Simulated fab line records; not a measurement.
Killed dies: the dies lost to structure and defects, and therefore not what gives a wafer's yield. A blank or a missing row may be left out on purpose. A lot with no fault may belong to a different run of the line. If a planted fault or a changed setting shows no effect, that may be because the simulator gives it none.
fab line records -- flow ritCmos
[record] lots = 15, wafers = 45, lastDay = 8
route steps=202 shown NSD@139
lots that met no fault: from a run of the same line without faults
startH: hours from the record's first day to the start of the lot's first wafer shown -- waitH: hours elapsed since this lot's preceding step -- " identical to the entry in the row above -- L1.1+2: a single row standing in for several wafers -- - value missing, or start not given -- * or withheld: withheld -- < > ~ a bound
route shown NAME@n: NAME is a module with steps in the file, n the number in the route of the first one -- usual: mean and standard deviation over wafers with no fault -- same: alike in all rows -- chamber/n: place in a boat -- sites: per-site readings -- _std_site: the standard deviation of these -- _edge_site: inner sites' mean taken away from outer sites' mean -- radiusMm: for every site, how far away it sits from the centre of the wafer -- mask NAME#n: copy n -- behind: the most recent tool/chamber to have shaped the wafer -- hold: what put the lot on hold/how long, in hours/how the hold closed -- device: transistor that didn't switch, given as n, p or np -- end of line: the route-end tests of the same wafers -- a step without rows: its recipe alone -- killed: at the first sort, the dies lost to defects and structure; wafer yield is something else -- map: dies across one wafer; x = killed, . = not, _ = none there
set.NAME: the setting that was run; set.NAME@STEP: the one run at that earlier step -- model.NAME: the simulator's own value behind a step, which no gauge read
a sample of lots followed through the steps of the route, with each step as a table and each wafer as a row
services: from which hour (startH, from the record's first day; less than 0 if before it) a tool's chamber was out of use, for how many hours, and why
[[steps]]
[step RIT_NSD_IMPLANT_08]
[recipe] species = P, energyKev = 25, doseCm2 = 9.904e+14, tiltDeg = 7
[usual] beamEnergyKeV = 24.999/0.0077, tiltDeg = 6.996/0.017
lot.wafer,tool,chamber,startH,waitH,beamEnergyKeV,tiltDeg
L125.2,implanter-03,0,55.28,0.1,24.997,6.991
L125.4,implanter-03,0,55.28,0.1,25.002,7.014
L125.6,implanter-03,0,55.28,0.1,24.999,6.999
L126.1,implanter-01,0,56.34,0.1,25.001,7.023
L126.4,implanter-01,0,56.34,0.1,25.005,7.015
L126.6,implanter-01,0,56.34,0.1,25.000,7.040
L127.1,implanter-01,0,68.91,0.1,24.995,6.993
L127.5,implanter-01,0,68.91,0.1,24.996,7.002
L127.6,implanter-01,0,68.91,0.1,24.997,6.990
L129.1,implanter-03,0,79.12,0.1,25.013,7.005
L129.3,implanter-03,0,79.12,0.1,25.012,6.963
L129.5,implanter-03,0,79.12,0.1,25.005,7.010
L130.1,implanter-03,0,85.18,0.1,25.011,6.978
L130.2,implanter-03,0,85.18,0.1,24.999,6.964
L130.4,implanter-03,0,85.18,0.1,25.004,6.991
L131.2,implanter-03,0,92.13,0.1,25.017,7.002
L131.3,implanter-03,0,92.13,0.1,24.999,6.996
L131.5,implanter-03,0,92.13,0.1,25.010,6.981
L133.1,implanter-01,0,94.09,0.1,24.991,6.994
L133.2,implanter-01,0,94.09,0.1,24.996,7.015
L133.4,implanter-01,0,94.09,0.1,24.994,7.006
L132.1,implanter-03,0,94.60,0.1,24.993,6.998
L132.3,implanter-03,0,94.60,0.1,24.992,7.026
L132.4,implanter-03,0,94.60,0.1,24.989,7.024
L135.4,implanter-03,0,103.45,0.1,24.989,6.993
L135.5,implanter-03,0,103.45,0.1,24.993,6.976
L135.6,implanter-03,0,103.45,0.1,25.000,6.995
L136.1,implanter-03,0,109.92,0.1,17.501,7.001
L136.2,implanter-03,0,109.92,0.1,17.483,6.997
L136.4,implanter-03,0,109.92,0.1,17.501,7.015
L137.2,implanter-03,0,112.06,0.1,17.486,6.989
L137.3,implanter-03,0,112.06,0.1,17.499,7.003
L137.5,implanter-03,0,112.06,0.1,17.485,6.995
L141.2,implanter-03,0,130.38,0.1,17.498,7.019
L141.4,implanter-03,0,130.38,0.1,17.503,6.972
L141.5,implanter-03,0,130.38,0.1,17.501,7.008
L144.1,implanter-01,0,152.87,0.1,24.995,6.996
L144.4,implanter-01,0,152.87,0.1,25.003,7.016
L144.6,implanter-01,0,152.87,0.1,25.005,6.998
L146.1,implanter-02,0,156.36,0.1,24.991,6.980
L146.3,implanter-02,0,156.36,0.1,25.004,6.981
L146.5,implanter-02,0,156.36,0.1,24.993,7.011
L148.2,implanter-01,0,171.56,0.1,24.997,6.987
L148.5,implanter-01,0,171.56,0.1,24.999,7.010
L148.6,implanter-01,0,171.56,0.1,25.015,7.004
[step RIT_NSD_TW_MEAS_10]
[usual] NSD_TW = 3123/21
lot.wafer,tool,chamber,startH,waitH,NSD_TW
L125.2,filmMetro-03,-,55.59,0.1,3093
L125.4,filmMetro-03,-,55.59,0.1,3112
L125.6,filmMetro-03,-,55.59,0.1,3102
L126.1,filmMetro-03,-,56.67,0.1,3123
L126.4,filmMetro-03,-,56.67,0.1,3107
L126.6,filmMetro-03,-,56.67,0.1,3115
L127.1,filmMetro-03,-,69.24,0.1,3121
L127.5,filmMetro-03,-,69.24,0.1,3119
L127.6,filmMetro-03,-,69.24,0.1,3118
L129.1,filmMetro-03,-,79.44,0.1,3133
L129.3,filmMetro-03,-,79.44,0.1,3136
L129.5,filmMetro-03,-,79.44,0.1,3129
L130.1,filmMetro-03,-,85.50,0.1,3124
L130.2,filmMetro-03,-,85.50,0.1,3115
L130.4,filmMetro-03,-,85.50,0.1,3150
L131.2,filmMetro-01,-,92.44,0.1,3161
L131.3,filmMetro-01,-,92.44,0.1,3139
L131.5,filmMetro-01,-,92.44,0.1,3156
L133.1,filmMetro-03,-,94.41,0.1,3132
L133.2,filmMetro-03,-,94.41,0.1,3136
L133.4,filmMetro-03,-,94.41,0.1,3124
L132.1,filmMetro-03,-,94.93,0.1,3134
L132.3,filmMetro-03,-,94.93,0.1,3131
L132.4,filmMetro-03,-,94.93,0.1,3126
L135.4,filmMetro-04,-,103.73,0.1,3097
L135.5,filmMetro-04,-,103.73,0.1,3107
L135.6,filmMetro-04,-,103.73,0.1,3095
L136.1,filmMetro-01,-,110.24,0.1,2866
L136.2,filmMetro-01,-,110.24,0.1,2864
L136.4,filmMetro-01,-,110.24,0.1,2854
L137.2,filmMetro-03,-,112.37,0.1,2839
L137.3,filmMetro-03,-,112.37,0.1,2834
L137.5,filmMetro-03,-,112.37,0.1,2799
L141.2,filmMetro-04,-,130.69,0.1,2823
L141.4,filmMetro-04,-,130.69,0.1,2852
L141.5,filmMetro-04,-,130.69,0.1,2826
L144.1,filmMetro-03,-,153.20,0.1,3106
L144.4,filmMetro-03,-,153.20,0.1,3084
L144.6,filmMetro-03,-,153.20,0.1,3082
L146.1,filmMetro-03,-,156.69,0.1,3101
L146.3,filmMetro-03,-,156.69,0.1,3107
L146.5,filmMetro-03,-,156.69,0.1,3111
L148.2,filmMetro-01,-,171.87,0.1,3151
L148.5,filmMetro-01,-,171.87,0.1,3146
L148.6,filmMetro-01,-,171.87,0.1,3164
[step RIT_SDANNEAL_RS_MEAS_05]
[recipe] thkMeasGauge = four-point-probe
[usual] NSD_RS = 85.16/0.29
lot.wafer,tool,chamber,startH,waitH,NSD_RS[ohm/sq]
L125.2,filmMetro-04,-,57.79,0.1,85.16
L125.4,filmMetro-04,-,57.79,0.1,85.08
L125.6,filmMetro-04,-,57.79,0.1,85.41
L126.1,filmMetro-01,-,58.84,0.1,85.47
L126.4,filmMetro-01,-,58.84,0.1,85.36
L126.6,filmMetro-01,-,58.84,0.1,85.41
L127.1,filmMetro-04,-,71.42,0.1,84.54
L127.5,filmMetro-04,-,71.42,0.1,85.00
L127.6,filmMetro-04,-,71.42,0.1,84.77
L129.1,filmMetro-01,-,81.63,0.1,85.25
L129.3,filmMetro-01,-,81.63,0.1,85.72
L129.5,filmMetro-01,-,81.63,0.1,85.37
L130.1,filmMetro-03,-,87.66,0.1,84.58
L130.2,filmMetro-03,-,87.66,0.1,85.02
L130.4,filmMetro-03,-,87.66,0.1,84.91
L131.2,filmMetro-04,-,94.65,0.1,85.09
L131.3,filmMetro-04,-,94.65,0.1,85.32
L131.5,filmMetro-04,-,94.65,0.1,85.11
L133.1,filmMetro-04,-,96.44,0.1,85.26
L133.2,filmMetro-04,-,96.44,0.1,85.12
L133.4,filmMetro-04,-,96.44,0.1,85.32
L132.1,filmMetro-03,-,96.97,0.1,84.66
L132.3,filmMetro-03,-,96.97,0.1,85.30
L132.4,filmMetro-03,-,96.97,0.1,84.93
L135.4,filmMetro-04,-,105.93,0.1,85.49
L135.5,filmMetro-04,-,105.93,0.1,85.36
L135.6,filmMetro-04,-,105.93,0.1,85.76
L136.1,filmMetro-01,-,112.40,0.1,88.14
L136.2,filmMetro-01,-,112.40,0.1,88.40
L136.4,filmMetro-01,-,112.40,0.1,87.82
L137.2,filmMetro-01,-,114.55,0.1,87.88
L137.3,filmMetro-01,-,114.55,0.1,88.16
L137.5,filmMetro-01,-,114.55,0.1,88.15
L141.2,filmMetro-01,-,132.98,0.1,88.52
L141.4,filmMetro-01,-,132.98,0.1,88.43
L141.5,filmMetro-01,-,132.98,0.1,88.57
L144.1,filmMetro-01,-,155.45,0.1,85.35
L144.4,filmMetro-01,-,155.45,0.1,85.12
L144.6,filmMetro-01,-,155.45,0.1,85.11
L146.1,filmMetro-01,-,158.87,0.1,84.58
L146.3,filmMetro-01,-,158.87,0.1,84.34
L146.5,filmMetro-01,-,158.87,0.1,84.68
L148.2,filmMetro-01,-,174.14,0.1,84.99
L148.5,filmMetro-01,-,174.14,0.1,85.34
L148.6,filmMetro-01,-,174.14,0.1,85.15
[[services]]
tool,chamber,startH,hours,kind
implanter-02,-,107.07,6.0,repair
implanter-03,-,121.80,3.5,repair
implanter-02,-,145.78,10.3,pm
implanter-03,-,155.93,1.4,repair
[[key]]
[firstSign] step = RIT_NSD_IMPLANT_08, reading = beamEnergyKeV, direction = down, sigmas = 99+, usual = 24.999, struck = 17.495
[effect] step = RIT_NSD_TW_MEAS_10, reading = NSD_TW, direction = down, sigmas = 13, usual = 3123, struck = 2840
[effect] step = RIT_SDANNEAL_RS_MEAS_05, reading = NSD_RS, direction = up, sigmas = 11, usual = 85.16, struck = 88.23
metAt RIT_NSD_IMPLANT_08
struckLots L136,L137,L141
testerLeftOut L136,L137,L141
onsetBetween 103.45 109.92
[fault] kind = processParameterDrift, tool = implanter-03, chamber = -, onsetH = 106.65, steps = RIT_NSD_IMPLANT_08, channel = energyKev, offset = -7.5, shape = step, endH = 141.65, actsIn = theseRecipesOnly, stated = 25
// testerLeftOut: of these lots the tester's yield and bins aren't shown, on N5 and GAA mostly nor the transistor test; their killed dies are dies lost to structure and defects alone, not to doping, threshold or leakage, so they don't give the yield
